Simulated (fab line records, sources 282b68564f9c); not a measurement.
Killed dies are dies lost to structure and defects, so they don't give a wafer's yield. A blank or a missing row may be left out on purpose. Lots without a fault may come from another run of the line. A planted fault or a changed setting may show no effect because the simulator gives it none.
One fault seen from 2 desks | flow rit_cmos | each desk has only its own numbers; what lay behind them comes last

THE TOOL OWNER'S DESK: lpcvd-01
The tool's own readings at RIT_SPACER_CVD_03 (deposits Si3N4 from SiH2Cl2/NH3, target thk 250 nm, time 3300 s): means of the sampled wafers that have a number, for each lot that ran on this tool. A lot is out of limits, marked OUT, if its mean lies more than 4 standard deviations from the usual mean; the brackets give that distance.
Columns: A = nh3_flow_sccm at RIT_SPACER_CVD_03, usual 150.0 sccm; B = sih2cl2_flow_sccm at RIT_SPACER_CVD_03, usual 59.99 sccm
lot  | first seen here | A                       | B
L746 | day 3 02:21     | 149.6                   | 60.03
L747 | day 3 06:19     | 150.2                   | 60.07
L750 | day 4 01:47     | 150.1                   | 60.10
L756 | day 5 08:43     | 225.3 (+99 or more) OUT | 59.88
This desk's finding: out of limits on L756; first on L756, day 5 08:43 (nh3_flow_sccm at RIT_SPACER_CVD_03). In limits: L746, L747, L750.

THE METROLOGY DESK
What the gauges read, lot by lot, whatever tool the lot ran on: means of the sampled wafers that have a number. A lot is out of limits, marked OUT, if its mean lies more than 4 standard deviations from the usual mean; the brackets give that distance.
Columns: A = SPACER_NITRIDE_THK at RIT_SPACER_THK_MEAS_04, usual 249.9 nm
lot  | first seen here | A
L745 | day 2 21:52     | 248.3
L746 | day 3 04:16     | 249.2
L747 | day 3 08:14     | 250.7
L748 | day 3 12:27     | 249.1
L750 | day 4 03:41     | 249.1
L753 | day 4 19:05     | 245.9
L756 | day 5 10:38     | 338.2 (+40) OUT
L757 | day 5 14:42     | 248.0
L758 | day 5 16:37     | 249.0
L761 | day 6 13:37     | 249.2
L762 | day 6 16:05     | 249.3
L766 | day 7 09:47     | 251.9
L768 | day 7 21:50     | 253.3
This desk's finding: out of limits on L756; first on L756, day 5 10:38 (SPACER_NITRIDE_THK at RIT_SPACER_THK_MEAS_04). In limits: L745, L746, L747, L748, L750, L753, L757, L758, L761, L762, L766, L768.

PUT TOGETHER
The tool owner's desk could have raised an alarm at day 5 08:43, on L756.
The metrology desk could have raised an alarm at day 5 10:38, on L756.
Of the lots named, all ran RIT_SPACER_CVD_03 on lpcvd-01.

WHAT THE SIMULATOR HAD PUT IN
Process parameter drift: lpcvd-01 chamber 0, from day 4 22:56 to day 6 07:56, at RIT_SPACER_CVD_03. Setting nh3_flow_sccm, moved by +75, from 150. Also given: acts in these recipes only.
Lots struck among those shown: L756.
Hours from the fault's start to each desk's first reading out of limits: the tool owner's desk, 10; the metrology desk, 12.
